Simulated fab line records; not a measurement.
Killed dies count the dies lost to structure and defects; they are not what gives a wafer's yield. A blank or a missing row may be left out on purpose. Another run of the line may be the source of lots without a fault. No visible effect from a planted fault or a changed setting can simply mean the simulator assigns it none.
Chamber matching | flow berkeley_cmos170 | rie_si-02 running UCB170_GATE_ETCH_15: 4 sister chambers
The step etches poly-Si in HBr/Cl2, stops on SiO2, time 56.3 s, target depth 278.2 nm. 14 wafers are shown with their chamber, then 7 later ones without.

== EACH WAFER AND ITS CHAMBER ==
wafer  | chamber | throttle_valve_pct (%) | drypump_motor_current_A (A) | oes_product_au (a.u.)
L440.3 | 0       | 25.97                  | 6.1                         | 0.827
L440.5 | 3       | 26.39                  | 5.9                         | 0.854
L440.6 | 0       | 25.97                  | 6.1                         | 0.823
L445.2 | 0       | 25.98                  | 6.1                         | 0.827
L445.4 | 2       | 26.26                  | 5.1                         | 0.819
L445.6 | 3       | 26.38                  | 6.0                         | 0.852
L448.2 | 0       | 25.99                  | 6.1                         | 0.832
L448.5 | 2       | 26.26                  | 5.1                         | 0.811
L448.6 | 1       | 26.61                  | 5.2                         | 0.822
L450.2 | 2       | 26.25                  | 5.1                         | 0.812
L450.5 | 3       | 26.38                  | 5.9                         | 0.832
L450.6 | 0       | 25.99                  | 6.1                         | 0.822
L456.1 | 2       | 26.26                  | 5.0                         | 0.812
L456.3 | 3       | 26.38                  | 5.9                         | 0.844

SIGNATURES, as means of the wafers listed above
reading                 | chamber 0 | chamber 1 | chamber 2 | chamber 3 | scatter within a chamber
throttle_valve_pct      | 25.9800   | 26.6100   | 26.2575   | 26.3825   | 0.00742
drypump_motor_current_A | 6.100     | 5.200     | 5.075     | 5.925     | 0.0387
oes_product_au          | 0.82620   | 0.82200   | 0.81350   | 0.84550   | 0.00635
Rule: for a wafer and a chamber, the distance is found by dividing, reading by reading, the gap between the wafer's reading and the chamber's mean by the reading's scatter, squaring, summing and taking the root. If the next closest chamber is less than 2 further off than the closest, the wafer can't be placed; otherwise it belongs to the closest. The scatter is the square root of a quotient: the sum, over the shown wafers, of each reading's squared deviation from its chamber's mean, divided by wafers minus chambers.

== WAFERS WHOSE CHAMBER IS MISSING ==
wafer  | throttle_valve_pct (%) | drypump_motor_current_A (A) | oes_product_au (a.u.)
L456.4 | 26.81                  | 5.2                         | 0.854
L459.3 | 26.80                  | 5.2                         | 0.851
L459.5 | 25.98                  | 6.1                         | 0.818
L459.6 | 26.80                  | 5.2                         | 0.852
L460.1 | 26.37                  | 5.9                         | 0.848
L460.4 | 26.27                  | 5.1                         | 0.810
L460.5 | 26.80                  | 5.2                         | 0.850

== WHICH CHAMBER EACH ONE RAN IN ==
wafer  | from the rows above | in truth
L456.4 | 1                   | 1
L459.3 | 1                   | 1
L459.5 | 0                   | 0
L459.6 | 1                   | 1
L460.1 | 3                   | 3
L460.4 | 2                   | 2
L460.5 | 1                   | 1
Correctly placed: 7 of 7. Left unplaced by these rows: 0. Placed wrongly: 0.
